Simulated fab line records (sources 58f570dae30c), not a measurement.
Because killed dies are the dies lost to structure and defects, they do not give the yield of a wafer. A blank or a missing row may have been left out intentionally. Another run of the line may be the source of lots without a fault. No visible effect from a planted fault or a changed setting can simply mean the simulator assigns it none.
The same fault as seen by 2 desks    flow berkeley cmos170    each desk has only its own numbers; what lay behind them comes last

== AT THE TOOL OWNER'S DESK: litho track-03 ==
Per lot that ran on this tool, the mean of the sampled wafers carrying a number, from the tool's own readings at UCB170_NWELL_SOFTBAKE_08 (time 60 s). If a lot's mean is further than 4 standard deviations from the usual mean, the lot is out of limits and carries the mark OUT (the distance appears in the brackets).
Columns: A = run length s at UCB170_NWELL_SOFTBAKE_08, usual 89.13 s
lot   first seen here  A
L644  day 2 05:04      89.09
L649  day 3 14:03      106.97 (+99 or more) OUT
L653  day 4 04:01      106.98 (+99 or more) OUT
L655  day 4 14:13      107.05 (+99 or more) OUT
L667  day 7 02:55      89.09
This desk's verdict: out of limits on L649, L653, L655, starting with L649 at day 3 14:03 (run length s at UCB170_NWELL_SOFTBAKE_08). In limits: L644, L667.

== AT THE METROLOGY DESK ==
Means of the sampled wafers that have a number, per lot and without regard to the tool the lot ran on: this is what the gauges read. If a lot's mean is further than 4 standard deviations from the usual mean, the lot is out of limits and carries the mark OUT (the distance appears in the brackets).
Columns: A = FIELD_OXIDE_LEFT_1_THK at UCB170_FIELD_THK_MEAS_90, usual 442 nm
lot   first seen here  A
L644  day 5 00:19      439
L645  day 5 11:04      455
L646  day 5 11:05      456
L649  day 5 21:01      442
L652  day 6 10:09      460
L653  day 6 18:22      442
L655  day 7 07:40      444
L656  day 7 07:41      442
L657  day 7 11:31      438
L659  day 7 23:23      452
L662  day 8 14:07      428
L663  day 9 15:05      452
L665  day 9 15:05      422
L667  day 10 03:32     423
L666  day 10 03:37     438
This desk's verdict: no lot among the 15 shows anything out of limits.

== TAKEN TOGETHER ==
On L649, L653, L655, at day 3 14:03, an alarm was possible from the tool owner's desk.
The metrology desk saw nothing out of limits.
The metrology desk holds a record of L649, L653, L655, inside its limits.
Every lot named ran UCB170_NWELL_SOFTBAKE_08 on litho track-03.

== WHAT WAS PUT IN BY THE SIMULATOR ==
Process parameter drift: litho track-03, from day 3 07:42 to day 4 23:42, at UCB170_NWELL_SOFTBAKE_08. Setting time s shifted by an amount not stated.
Lots struck among those shown: L649, L653, L655.
Time in hours from fault onset to the first out-of-limits reading at each desk: the tool owner's desk, 6.
